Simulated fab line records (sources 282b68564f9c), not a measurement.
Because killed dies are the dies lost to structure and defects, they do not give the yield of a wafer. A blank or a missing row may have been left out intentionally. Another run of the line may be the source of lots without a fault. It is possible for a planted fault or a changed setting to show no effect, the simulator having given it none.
fab line records || flow rit-cmos
record: {"lots": 16, "wafers": 48, "last-day": 8}
route steps=202 shown NWELL@31
lots that met no fault: from a run of the same line without faults
start-h: hours from the record's first day to the start of the lot's first wafer shown || wait-h: hours from the lot's prior step to this one || " identical to the entry in the row above || L1.1+2: one row covering several wafers at once || - either no value or no given start || * or withheld: withheld || < > ~ a bound
route shown NAME@n: a module of which the file shows steps, and the number in the route of the first || usual: mean and standard deviation over wafers with no fault || same: alike in all rows || chamber/n: place in a boat || sites: per-site readings || _std_site: their standard deviation || _edge_site: mean of outer sites minus mean of inner sites || radius-mm: how far each site lies from the wafer's centre || mask NAME#n: copy n || behind: the last tool/chamber to shape the wafer || hold: what put the lot on hold/how long, in hours/how the hold closed || device: which transistor (n, p or np) failed to switch || end of line: the tests these same wafers got at the end of their route || for a step that has no rows: nothing shown but its recipe || killed: count of dies lost to structure and defects at first sort (not the wafer's yield) || map: shows each die of a wafer: x if killed, . if not, _ if none is there
set.NAME: the setting that was run; set.NAME@STEP: the one run at that earlier step || model.NAME: the simulator's own value behind a step, which no gauge read
steps of the route over a sample of lots; a table a step, a row a wafer
services: from which hour (start-h, from the record's first day; less than 0 if before it) a tool's chamber was out of use, for how many hours, and why
== steps ==
step: RIT_NWELL_EXPOSE_03
recipe: {"mask-id": "M2", "na": 0.57, "target-cd-nm": 43900, "dose-mj": 250}
usual: {"stage-vel-mm-s": "499.97/0.24"}
{"lot.wafer": "L170.1", "tool": "iline-stepper-01", "chamber": 0, "start-h": 33.51, "wait-h": 0.1, "mask": "M2#0", "stage-vel-mm-s": 500.21}
{"lot.wafer": "L170.2", "tool": "iline-stepper-01", "chamber": 0, "start-h": 33.51, "wait-h": 0.1, "mask": "M2#0", "stage-vel-mm-s": 500.34}
{"lot.wafer": "L170.4", "tool": "iline-stepper-01", "chamber": 0, "start-h": 33.51, "wait-h": 0.1, "mask": "M2#0", "stage-vel-mm-s": 499.78}
{"lot.wafer": "L171.4", "tool": "iline-stepper-02", "chamber": 0, "start-h": 41.88, "wait-h": 0.2, "mask": "M2#0", "stage-vel-mm-s": 500.07}
{"lot.wafer": "L171.5", "tool": "iline-stepper-02", "chamber": 0, "start-h": 41.88, "wait-h": 0.2, "mask": "M2#0", "stage-vel-mm-s": 499.74}
{"lot.wafer": "L171.6", "tool": "iline-stepper-02", "chamber": 0, "start-h": 41.88, "wait-h": 0.2, "mask": "M2#0", "stage-vel-mm-s": 500.69}
{"lot.wafer": "L172.2", "tool": "iline-stepper-01", "chamber": 0, "start-h": 47.59, "wait-h": 0.2, "mask": "M2#0", "stage-vel-mm-s": 500.20}
{"lot.wafer": "L172.4", "tool": "iline-stepper-01", "chamber": 0, "start-h": 47.59, "wait-h": 0.2, "mask": "M2#0", "stage-vel-mm-s": 500.00}
{"lot.wafer": "L172.5", "tool": "iline-stepper-01", "chamber": 0, "start-h": 47.59, "wait-h": 0.2, "mask": "M2#0", "stage-vel-mm-s": 499.90}
{"lot.wafer": "L173.3", "tool": "iline-stepper-02", "chamber": 0, "start-h": 52.61, "wait-h": 0.2, "mask": "M2#0", "stage-vel-mm-s": 499.69}
{"lot.wafer": "L173.4", "tool": "iline-stepper-02", "chamber": 0, "start-h": 52.61, "wait-h": 0.2, "mask": "M2#0", "stage-vel-mm-s": 499.89}
{"lot.wafer": "L173.6", "tool": "iline-stepper-02", "chamber": 0, "start-h": 52.61, "wait-h": 0.2, "mask": "M2#0", "stage-vel-mm-s": 500.17}
{"lot.wafer": "L174.2", "tool": "iline-stepper-01", "chamber": 0, "start-h": 56.17, "wait-h": 0.2, "mask": "M2#0", "stage-vel-mm-s": 499.70}
{"lot.wafer": "L174.5", "tool": "iline-stepper-01", "chamber": 0, "start-h": 56.17, "wait-h": 0.2, "mask": "M2#0", "stage-vel-mm-s": 499.86}
{"lot.wafer": "L174.6", "tool": "iline-stepper-01", "chamber": 0, "start-h": 56.17, "wait-h": 0.2, "mask": "M2#0", "stage-vel-mm-s": 499.64}
{"lot.wafer": "L175.1", "tool": "iline-stepper-01", "chamber": 0, "start-h": 61.66, "wait-h": 0.1, "mask": "M2#0", "stage-vel-mm-s": 500.00}
{"lot.wafer": "L175.2", "tool": "iline-stepper-01", "chamber": 0, "start-h": 61.66, "wait-h": 0.1, "mask": "M2#0", "stage-vel-mm-s": 500.22}
{"lot.wafer": "L175.3", "tool": "iline-stepper-01", "chamber": 0, "start-h": 61.66, "wait-h": 0.1, "mask": "M2#0", "stage-vel-mm-s": 499.71}
{"lot.wafer": "L177.3", "tool": "iline-stepper-01", "chamber": 0, "start-h": 67.31, "wait-h": 0.2, "mask": "M2#0", "stage-vel-mm-s": 500.13}
{"lot.wafer": "L177.5", "tool": "iline-stepper-01", "chamber": 0, "start-h": 67.31, "wait-h": 0.2, "mask": "M2#0", "stage-vel-mm-s": 500.44}
{"lot.wafer": "L177.6", "tool": "iline-stepper-01", "chamber": 0, "start-h": 67.31, "wait-h": 0.2, "mask": "M2#0", "stage-vel-mm-s": 500.08}
{"lot.wafer": "L178.3", "tool": "iline-stepper-02", "chamber": 0, "start-h": 79.33, "wait-h": 0.2, "mask": "M2#0", "stage-vel-mm-s": 500.00}
{"lot.wafer": "L178.4", "tool": "iline-stepper-02", "chamber": 0, "start-h": 79.33, "wait-h": 0.2, "mask": "M2#0", "stage-vel-mm-s": 500.09}
{"lot.wafer": "L178.6", "tool": "iline-stepper-02", "chamber": 0, "start-h": 79.33, "wait-h": 0.2, "mask": "M2#0", "stage-vel-mm-s": 499.87}
{"lot.wafer": "L179.2", "tool": "iline-stepper-02", "chamber": 0, "start-h": 81.99, "wait-h": 0.1, "mask": "M2#0", "stage-vel-mm-s": 500.23}
{"lot.wafer": "L179.5", "tool": "iline-stepper-02", "chamber": 0, "start-h": 81.99, "wait-h": 0.1, "mask": "M2#0", "stage-vel-mm-s": 499.96}
{"lot.wafer": "L179.6", "tool": "iline-stepper-02", "chamber": 0, "start-h": 81.99, "wait-h": 0.1, "mask": "M2#0", "stage-vel-mm-s": 500.02}
{"lot.wafer": "L181.2", "tool": "iline-stepper-02", "chamber": 0, "start-h": 91.17, "wait-h": 0.2, "mask": "M2#0", "stage-vel-mm-s": 500.15}
{"lot.wafer": "L181.3", "tool": "iline-stepper-02", "chamber": 0, "start-h": 91.17, "wait-h": 0.2, "mask": "M2#0", "stage-vel-mm-s": 500.00}
{"lot.wafer": "L181.5", "tool": "iline-stepper-02", "chamber": 0, "start-h": 91.17, "wait-h": 0.2, "mask": "M2#0", "stage-vel-mm-s": 499.94}
{"lot.wafer": "L182.1", "tool": "iline-stepper-01", "chamber": 0, "start-h": 93.44, "wait-h": 0.2, "mask": "M2#0", "stage-vel-mm-s": 500.20}
{"lot.wafer": "L182.3", "tool": "iline-stepper-01", "chamber": 0, "start-h": 93.44, "wait-h": 0.2, "mask": "M2#0", "stage-vel-mm-s": 500.17}
{"lot.wafer": "L182.5", "tool": "iline-stepper-01", "chamber": 0, "start-h": 93.44, "wait-h": 0.2, "mask": "M2#0", "stage-vel-mm-s": 500.21}
{"lot.wafer": "L184.4", "tool": "iline-stepper-02", "chamber": 0, "start-h": 102.68, "wait-h": 0.2, "mask": "M2#0", "stage-vel-mm-s": 499.68}
{"lot.wafer": "L184.5", "tool": "iline-stepper-02", "chamber": 0, "start-h": 102.68, "wait-h": 0.2, "mask": "M2#0", "stage-vel-mm-s": 499.89}
{"lot.wafer": "L184.6", "tool": "iline-stepper-02", "chamber": 0, "start-h": 102.68, "wait-h": 0.2, "mask": "M2#0", "stage-vel-mm-s": 500.06}
{"lot.wafer": "L186.2", "tool": "iline-stepper-02", "chamber": 0, "start-h": 111.99, "wait-h": 0.2, "mask": "M2#0", "stage-vel-mm-s": 499.88}
{"lot.wafer": "L186.3", "tool": "iline-stepper-02", "chamber": 0, "start-h": 111.99, "wait-h": 0.2, "mask": "M2#0", "stage-vel-mm-s": 499.87}
{"lot.wafer": "L186.4", "tool": "iline-stepper-02", "chamber": 0, "start-h": 111.99, "wait-h": 0.2, "mask": "M2#0", "stage-vel-mm-s": 499.93}
{"lot.wafer": "L188.4", "tool": "iline-stepper-01", "chamber": 0, "start-h": 120.96, "wait-h": 0.1, "mask": "M2#0", "stage-vel-mm-s": 499.84}
{"lot.wafer": "L188.5", "tool": "iline-stepper-01", "chamber": 0, "start-h": 120.96, "wait-h": 0.1, "mask": "M2#0", "stage-vel-mm-s": 500.19}
{"lot.wafer": "L188.6", "tool": "iline-stepper-01", "chamber": 0, "start-h": 120.96, "wait-h": 0.1, "mask": "M2#0", "stage-vel-mm-s": 500.03}
{"lot.wafer": "L190.1", "tool": "iline-stepper-01", "chamber": 0, "start-h": 131.90, "wait-h": 0.3, "mask": "M2#0", "stage-vel-mm-s": 499.88}
{"lot.wafer": "L190.3", "tool": "iline-stepper-01", "chamber": 0, "start-h": 131.90, "wait-h": 0.3, "mask": "M2#0", "stage-vel-mm-s": 499.78}
{"lot.wafer": "L190.4", "tool": "iline-stepper-01", "chamber": 0, "start-h": 131.90, "wait-h": 0.3, "mask": "M2#0", "stage-vel-mm-s": 499.97}
{"lot.wafer": "L191.2", "tool": "iline-stepper-01", "chamber": 0, "start-h": 138.62, "wait-h": 0.1, "mask": "M2#0", "stage-vel-mm-s": 499.82}
{"lot.wafer": "L191.3", "tool": "iline-stepper-01", "chamber": 0, "start-h": 138.62, "wait-h": 0.1, "mask": "M2#0", "stage-vel-mm-s": 500.28}
{"lot.wafer": "L191.6", "tool": "iline-stepper-01", "chamber": 0, "start-h": 138.62, "wait-h": 0.1, "mask": "M2#0", "stage-vel-mm-s": 500.42}
step: RIT_NWELL_OVL_MEAS_06
usual: {"NWELL_OVL": "0.6/1.3"}
{"lot.wafer": "L170.1", "tool": "overlay-01", "chamber": "-", "start-h": 33.94, "wait-h": "-", "NWELL_OVL[nm]": -0.5}
{"lot.wafer": "L170.2", "tool": "overlay-01", "chamber": "-", "start-h": 33.94, "wait-h": "-", "NWELL_OVL[nm]": 0.7}
{"lot.wafer": "L170.4", "tool": "overlay-01", "chamber": "-", "start-h": 33.94, "wait-h": "-", "NWELL_OVL[nm]": 0.7}
{"lot.wafer": "L171.4", "tool": "overlay-02", "chamber": "-", "start-h": 42.27, "wait-h": "-", "NWELL_OVL[nm]": 2.2}
{"lot.wafer": "L171.5", "tool": "overlay-02", "chamber": "-", "start-h": 42.27, "wait-h": "-", "NWELL_OVL[nm]": 3.0}
{"lot.wafer": "L171.6", "tool": "overlay-02", "chamber": "-", "start-h": 42.27, "wait-h": "-", "NWELL_OVL[nm]": 2.3}
{"lot.wafer": "L172.2", "tool": "overlay-02", "chamber": "-", "start-h": 48.01, "wait-h": "-", "NWELL_OVL[nm]": -1.4}
{"lot.wafer": "L172.4", "tool": "overlay-02", "chamber": "-", "start-h": 48.01, "wait-h": "-", "NWELL_OVL[nm]": 1.1}
{"lot.wafer": "L172.5", "tool": "overlay-02", "chamber": "-", "start-h": 48.01, "wait-h": "-", "NWELL_OVL[nm]": 0.6}
{"lot.wafer": "L173.3", "tool": "overlay-02", "chamber": "-", "start-h": 53.01, "wait-h": "-", "NWELL_OVL[nm]": 1.8}
{"lot.wafer": "L173.4", "tool": "overlay-02", "chamber": "-", "start-h": 53.01, "wait-h": "-", "NWELL_OVL[nm]": 1.5}
{"lot.wafer": "L173.6", "tool": "overlay-02", "chamber": "-", "start-h": 53.01, "wait-h": "-", "NWELL_OVL[nm]": 0.4}
{"lot.wafer": "L174.2", "tool": "overlay-02", "chamber": "-", "start-h": 56.59, "wait-h": "-", "NWELL_OVL[nm]": 1.6}
{"lot.wafer": "L174.5", "tool": "overlay-02", "chamber": "-", "start-h": 56.59, "wait-h": "-", "NWELL_OVL[nm]": 1.3}
{"lot.wafer": "L174.6", "tool": "overlay-02", "chamber": "-", "start-h": 56.59, "wait-h": "-", "NWELL_OVL[nm]": 1.3}
{"lot.wafer": "L175.1", "tool": "overlay-01", "chamber": "-", "start-h": 62.13, "wait-h": "-", "NWELL_OVL[nm]": -1.3}
{"lot.wafer": "L175.2", "tool": "overlay-01", "chamber": "-", "start-h": 62.13, "wait-h": "-", "NWELL_OVL[nm]": 0.6}
{"lot.wafer": "L175.3", "tool": "overlay-01", "chamber": "-", "start-h": 62.13, "wait-h": "-", "NWELL_OVL[nm]": -0.2}
{"lot.wafer": "L177.3", "tool": "overlay-02", "chamber": "-", "start-h": 67.72, "wait-h": "-", "NWELL_OVL[nm]": 1.0}
{"lot.wafer": "L177.5", "tool": "overlay-02", "chamber": "-", "start-h": 67.72, "wait-h": "-", "NWELL_OVL[nm]": 0.6}
{"lot.wafer": "L177.6", "tool": "overlay-02", "chamber": "-", "start-h": 67.72, "wait-h": "-", "NWELL_OVL[nm]": 0.5}
{"lot.wafer": "L178.3", "tool": "overlay-01", "chamber": "-", "start-h": 79.73, "wait-h": "-", "NWELL_OVL[nm]": 0.1}
{"lot.wafer": "L178.4", "tool": "overlay-01", "chamber": "-", "start-h": 79.73, "wait-h": "-", "NWELL_OVL[nm]": -0.5}
{"lot.wafer": "L178.6", "tool": "overlay-01", "chamber": "-", "start-h": 79.73, "wait-h": "-", "NWELL_OVL[nm]": 1.1}
{"lot.wafer": "L179.2", "tool": "overlay-01", "chamber": "-", "start-h": 82.41, "wait-h": "-", "NWELL_OVL[nm]": -149.6}
{"lot.wafer": "L179.5", "tool": "overlay-01", "chamber": "-", "start-h": 82.41, "wait-h": "-", "NWELL_OVL[nm]": -149.4}
{"lot.wafer": "L179.6", "tool": "overlay-01", "chamber": "-", "start-h": 82.41, "wait-h": "-", "NWELL_OVL[nm]": -148.3}
{"lot.wafer": "L181.2", "tool": "overlay-01", "chamber": "-", "start-h": 91.58, "wait-h": "-", "NWELL_OVL[nm]": -150.6}
{"lot.wafer": "L181.3", "tool": "overlay-01", "chamber": "-", "start-h": 91.58, "wait-h": "-", "NWELL_OVL[nm]": -150.6}
{"lot.wafer": "L181.5", "tool": "overlay-01", "chamber": "-", "start-h": 91.58, "wait-h": "-", "NWELL_OVL[nm]": -150.1}
{"lot.wafer": "L182.1", "tool": "overlay-02", "chamber": "-", "start-h": 93.87, "wait-h": "-", "NWELL_OVL[nm]": 2.9}
{"lot.wafer": "L182.3", "tool": "overlay-02", "chamber": "-", "start-h": 93.87, "wait-h": "-", "NWELL_OVL[nm]": 1.8}
{"lot.wafer": "L182.5", "tool": "overlay-02", "chamber": "-", "start-h": 93.87, "wait-h": "-", "NWELL_OVL[nm]": 0.1}
{"lot.wafer": "L184.4", "tool": "overlay-02", "chamber": "-", "start-h": 103.07, "wait-h": "-", "NWELL_OVL[nm]": -149.6}
{"lot.wafer": "L184.5", "tool": "overlay-02", "chamber": "-", "start-h": 103.07, "wait-h": "-", "NWELL_OVL[nm]": -151.8}
{"lot.wafer": "L184.6", "tool": "overlay-02", "chamber": "-", "start-h": 103.07, "wait-h": "-", "NWELL_OVL[nm]": -150.3}
{"lot.wafer": "L186.2", "tool": "overlay-02", "chamber": "-", "start-h": 112.45, "wait-h": "-", "NWELL_OVL[nm]": -151.5}
{"lot.wafer": "L186.3", "tool": "overlay-02", "chamber": "-", "start-h": 112.45, "wait-h": "-", "NWELL_OVL[nm]": -149.9}
{"lot.wafer": "L186.4", "tool": "overlay-02", "chamber": "-", "start-h": 112.45, "wait-h": "-", "NWELL_OVL[nm]": -150.0}
{"lot.wafer": "L188.4", "tool": "overlay-02", "chamber": "-", "start-h": 121.35, "wait-h": "-", "NWELL_OVL[nm]": -0.8}
{"lot.wafer": "L188.5", "tool": "overlay-02", "chamber": "-", "start-h": 121.35, "wait-h": "-", "NWELL_OVL[nm]": 2.2}
{"lot.wafer": "L188.6", "tool": "overlay-02", "chamber": "-", "start-h": 121.35, "wait-h": "-", "NWELL_OVL[nm]": 1.1}
{"lot.wafer": "L190.1", "tool": "overlay-02", "chamber": "-", "start-h": 132.33, "wait-h": "-", "NWELL_OVL[nm]": 1.1}
{"lot.wafer": "L190.3", "tool": "overlay-02", "chamber": "-", "start-h": 132.33, "wait-h": "-", "NWELL_OVL[nm]": -2.2}
{"lot.wafer": "L190.4", "tool": "overlay-02", "chamber": "-", "start-h": 132.33, "wait-h": "-", "NWELL_OVL[nm]": -0.3}
{"lot.wafer": "L191.2", "tool": "overlay-01", "chamber": "-", "start-h": 139.04, "wait-h": "-", "NWELL_OVL[nm]": 2.3}
{"lot.wafer": "L191.3", "tool": "overlay-01", "chamber": "-", "start-h": 139.04, "wait-h": "-", "NWELL_OVL[nm]": 1.0}
{"lot.wafer": "L191.6", "tool": "overlay-01", "chamber": "-", "start-h": 139.04, "wait-h": "-", "NWELL_OVL[nm]": 0.7}
== services ==
{"tool": "iline-stepper-02", "chamber": 0, "start-h": 16.46, "hours": "-", "kind": "calibration"}
{"tool": "iline-stepper-01", "chamber": "-", "start-h": 75.03, "hours": 0.8, "kind": "repair"}
{"tool": "iline-stepper-02", "chamber": "-", "start-h": 137.05, "hours": 6.8, "kind": "repair"}
== key ==
first-sign: {"step": "RIT_NWELL_OVL_MEAS_06", "reading": "NWELL_OVL", "direction": "down", "sigmas": "99+", "usual": 0.6, "struck": -150.1}
effect none on later readings
met-at RIT_NWELL_EXPOSE_03
struck-lots L179,L181,L184,L186
tester-left-out L179,L181,L184,L186
onset-between 79.33 81.99
fault: {"kind": "scanner-matching-overlay", "tool": "iline-stepper-02", "chamber": "-", "onset-h": 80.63, "steps": "RIT_NWELL_EXPOSE_03", "offset": -150}
tester-left-out: of these lots the tester's yield and bins aren't shown, on N5 and GAA mostly nor the transistor test; their killed dies are dies lost to structure and defects alone, not to doping, threshold or leakage, so they don't give the yield
